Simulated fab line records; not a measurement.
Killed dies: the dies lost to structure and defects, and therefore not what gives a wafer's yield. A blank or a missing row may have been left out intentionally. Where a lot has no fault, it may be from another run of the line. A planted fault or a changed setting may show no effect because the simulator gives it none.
Which tool was responsible? :: flow ritCmos :: 7 lots, 21 wafers sampled, at 2 steps of a route of 202

WHAT THE GAUGES SHOWED, per wafer
RIT_NSD_TW_MEAS_10.
lot: L394
measured: day 3 05:39
on: filmMetro-04
NSD_TW: 3153 3146 3147

lot: L397
measured: day 4 03:35
on: filmMetro-02
NSD_TW: 3130 3129 3134

lot: L400
measured: day 4 16:59
on: filmMetro-03
NSD_TW: 3088 3079 3096

lot: L402
measured: day 5 02:53
on: filmMetro-03
NSD_TW: 3089 3108 3117

lot: L405
measured: day 5 15:28
on: filmMetro-04
NSD_TW: 3479 3461 3475

lot: L409
measured: day 6 09:23
on: filmMetro-04
NSD_TW: 3471 3480 3458

lot: L416
measured: day 7 22:36
on: filmMetro-04
NSD_TW: 3154 3149 3133

TOOL THAT RAN EACH LOT (tool first, then ch and the chambers of the sampled wafers, then the start)
lot: L394
RIT_NSD_IMPLANT_08: implanter-02 ch 0, day 3 05:19

lot: L397
RIT_NSD_IMPLANT_08: implanter-04 ch 0, day 4 03:19

lot: L400
RIT_NSD_IMPLANT_08: implanter-02 ch 0, day 4 16:40

lot: L402
RIT_NSD_IMPLANT_08: implanter-02 ch 0, day 5 02:35

lot: L405
RIT_NSD_IMPLANT_08: implanter-02 ch 0, day 5 15:09

lot: L409
RIT_NSD_IMPLANT_08: implanter-02 ch 0, day 6 09:04

lot: L416
RIT_NSD_IMPLANT_08: implanter-04 ch 0, day 7 22:17
- RIT_NSD_IMPLANT_08

THE ANSWER, worked out from the rows above alone
Rule: the usual values come from the lots themselves. Put in order of their means at a reading, lots are off if they are a third of the lots or fewer, leave a main group of 4 or more, and stand apart from it by a gap of 3 or more times the standard deviation of the main group's means; of several such gaps the widest counts. A main group is skipped when, at the precision printed for the reading in the tables above, its means are all equal. Also off: a lot with no number at a reading for which 4 or more lots have one. The other lots that the step has rows for count as sound.
Off: at RIT_NSD_TW_MEAS_10 (NSD_TW), L405, L409. For the main group the mean is 3123 and the standard deviation 24.
If a tool, at a process step before that reading, ran all the lots that are off and no sound lot after the first of them, it fits. Those tools and the gauges at RIT_NSD_TW_MEAS_10 are tried in the same way. One fits: RIT_NSD_IMPLANT_08 on implanter-02. A fault onset in the window from L402 (day 5 02:35, its last sound lot) to L405 (day 5 15:09, its first lot off) fits.

WHAT THE SIMULATOR PUT IN
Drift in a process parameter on implanter-02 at RIT_NSD_IMPLANT_08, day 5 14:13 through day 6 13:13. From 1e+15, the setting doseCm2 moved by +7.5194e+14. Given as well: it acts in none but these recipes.
Shown lots that were struck: L405, L409. The rule above found the same.
